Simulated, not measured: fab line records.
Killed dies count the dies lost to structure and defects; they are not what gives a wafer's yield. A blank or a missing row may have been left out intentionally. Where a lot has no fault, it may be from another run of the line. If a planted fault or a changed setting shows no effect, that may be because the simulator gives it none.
Chamber matching :: flow ritCmos :: RIT_CONTACT_CVD_00 on pecvd-03: 3 sister chambers
The step deposits SiO2 from TEOS, target thk 400 nm, time 61 s. 3 wafers are shown with their chamber, then 7 later ones without.

## WAFERS PAIRED WITH THEIR CHAMBERS
wafer: L650.1
chamber: 2
heaterPowerW (W): 382

wafer: L653.5
chamber: 1
heaterPowerW (W): 335

wafer: L659.5
chamber: 0
heaterPowerW (W): 276

## WAFERS WITHOUT THEIR CHAMBER
wafer: L659.6
heaterPowerW (W): 440

wafer: L662.1
heaterPowerW (W): 445

wafer: L662.2
heaterPowerW (W): 370

wafer: L662.5
heaterPowerW (W): 326

wafer: L665.1
heaterPowerW (W): 356

wafer: L665.5
heaterPowerW (W): 353

wafer: L665.6
heaterPowerW (W): 382

## WHICH CHAMBER EACH ONE RAN IN
wafer: L659.6
from the rows above: can't be placed: 2 or 1
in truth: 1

wafer: L662.1
from the rows above: can't be placed: 2 or 1
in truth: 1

wafer: L662.2
from the rows above: can't be placed: 2 or 1
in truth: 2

wafer: L662.5
from the rows above: can't be placed: 1 or 0 or 2
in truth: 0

wafer: L665.1
from the rows above: can't be placed: 1 or 2 or 0
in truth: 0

wafer: L665.5
from the rows above: can't be placed: 1 or 2 or 0
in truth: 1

wafer: L665.6
from the rows above: can't be placed: 2 or 1
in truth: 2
Placed correctly: 0 of 7. These rows do not allow placing 7 (true chamber among the candidates in 7). 0 placed wrongly.
How it was worked out, from the rows above alone: a wafer's distance from a chamber is the root of the sum, over the readings, of the square of ((its reading less the chamber's mean) divided by the reading's scatter). If the next closest chamber is less than 2 further off than the closest, the wafer can't be placed; otherwise it belongs to the closest. Each chamber's mean is taken over the wafers shown for it. The scatter: with one shown wafer a chamber, the root of the mean of the squares of how far each hidden wafer lies from its nearest shown one.
